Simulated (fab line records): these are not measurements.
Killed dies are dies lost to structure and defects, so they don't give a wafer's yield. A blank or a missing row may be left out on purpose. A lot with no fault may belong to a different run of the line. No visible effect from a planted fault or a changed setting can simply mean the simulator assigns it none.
One fault through the eyes of 2 desks || flow berkeley cmos170 || each desk holds nothing but its own numbers, with what lay behind them at the end

== DESK OF THE TOOL OWNER: implanter-03 ==
The tool's own readings at UCB170_NLDD_IMPLANT_08, given as means over the sampled wafers that have a number, one for each lot that went through this tool. Marked OUT: a lot whose mean sits more than 4 standard deviations from the usual mean, which makes it out of limits; the brackets give that distance.
Columns: A = beam energy keV at UCB170_NLDD_IMPLANT_08, usual 29.999
{"lot": "L877", "first seen here": "day 8 05:39", "A": 29.993}
{"lot": "L876", "first seen here": "day 8 06:11", "A": 29.993}
{"lot": "L884", "first seen here": "day 9 18:52", "A": 29.996}
{"lot": "L886", "first seen here": "day 10 06:16", "A": 30.000}
{"lot": "L887", "first seen here": "day 10 21:56", "A": "40.507 (+99 or more) OUT"}
{"lot": "L894", "first seen here": "day 12 04:17", "A": "40.498 (+99 or more) OUT"}
This desk's verdict: out of limits on L887, L894, starting with L887 at day 10 21:56 (beam energy keV at UCB170_NLDD_IMPLANT_08). L877, L876, L884, L886 stayed within limits.

== FROM THE METROLOGY DESK ==
Means of the sampled wafers that have a number, per lot and without regard to the tool the lot ran on: this is what the gauges read. Marked OUT: a lot whose mean sits more than 4 standard deviations from the usual mean, which makes it out of limits; the brackets give that distance.
Columns: A = WELLDRIVE_OXIDE_THK at UCB170_WELLDRIVE_THK_MEAS_02, usual 200 nm; B = cd nm at UCB170_ACTIVE_CD_MEAS_90, usual 1199.7 nm; C = FIELD_OXIDE_LEFT_1_THK at UCB170_FIELD_THK_MEAS_90, usual 437 nm; D = NLDD_TW at UCB170_NLDD_TW_MEAS_11, usual 2221; E = NLDD_RS at UCB170_SDANNEAL_RS_MEAS_05, usual 616.5 ohm/sq
{"lot": "L876", "first seen here": "day 4 10:42", "A": 204, "B": 1198.8, "C": 466, "D": 2244, "E": 617.1}
{"lot": "L877", "first seen here": "day 4 10:43", "A": 204, "B": 1200.4, "C": 452, "D": 2211, "E": 616.8}
{"lot": "L880", "first seen here": "day 5 08:23", "A": 204, "B": 1198.2, "C": 426, "D": 2212, "E": 615.4}
{"lot": "L881", "first seen here": "day 5 08:23", "A": 199, "B": 1200.0, "C": 412, "D": 2204, "E": 616.6}
{"lot": "L884", "first seen here": "day 5 13:23", "A": 201, "B": 1201.1, "C": 433, "D": 2197, "E": 617.1}
{"lot": "L882", "first seen here": "day 5 13:23", "A": 202, "B": 1199.2, "C": 425, "D": 2211, "E": 617.4}
{"lot": "L885", "first seen here": "day 6 01:49", "A": 195, "B": 1199.2, "C": 459, "D": 2218, "E": 618.8}
{"lot": "L886", "first seen here": "day 6 01:50", "A": 200, "B": 1198.9, "C": 443, "D": 2216, "E": 616.6}
{"lot": "L887", "first seen here": "day 6 13:27", "A": 195, "B": 1200.0, "C": 422, "D": "2324 (+6.5) OUT", "E": "579.6 (-26) OUT"}
{"lot": "L889", "first seen here": "day 6 18:48", "A": 195, "B": 1201.5, "C": 426, "D": 2238, "E": 616.8}
{"lot": "L894", "first seen here": "day 8 01:20", "A": 199, "B": 1201.9, "C": 425, "D": "2318 (+6.1) OUT", "E": "577.2 (-28) OUT"}
{"lot": "L895", "first seen here": "day 8 01:23", "A": 198, "B": 1200.6, "C": 426, "D": 2229, "E": 614.8}
{"lot": "L896", "first seen here": "day 8 01:23", "A": 205, "B": 1199.9, "C": 432, "D": 2235, "E": 617.1}
{"lot": "L898", "first seen here": "day 9 03:11", "A": 203, "B": 1198.6, "C": 450, "D": 2226, "E": 615.8}
This desk's finding: out of limits on L887, L894; first on L887, day 10 22:19 (NLDD_TW at UCB170_NLDD_TW_MEAS_11). L876, L877, L880, L881, L884, L882, L885, L886, L889, L895, L896, L898 stayed within limits.

== ALL TOGETHER ==
An alarm could have come from the tool owner's desk at day 10 21:56, on L887, L894.
At day 10 22:19 the metrology desk could have sounded an alarm, on L887, L894.
Every lot named ran UCB170_NLDD_IMPLANT_08 on implanter-03.

== WHAT HAD BEEN PUT IN BY THE SIMULATOR ==
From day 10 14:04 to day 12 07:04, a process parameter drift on implanter-03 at UCB170_NLDD_IMPLANT_08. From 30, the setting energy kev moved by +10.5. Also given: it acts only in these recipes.
Shown lots that were struck: L887, L894.
Hours from the fault's start to each desk's first reading out of limits: the tool owner's desk, 8; the metrology desk, 8.
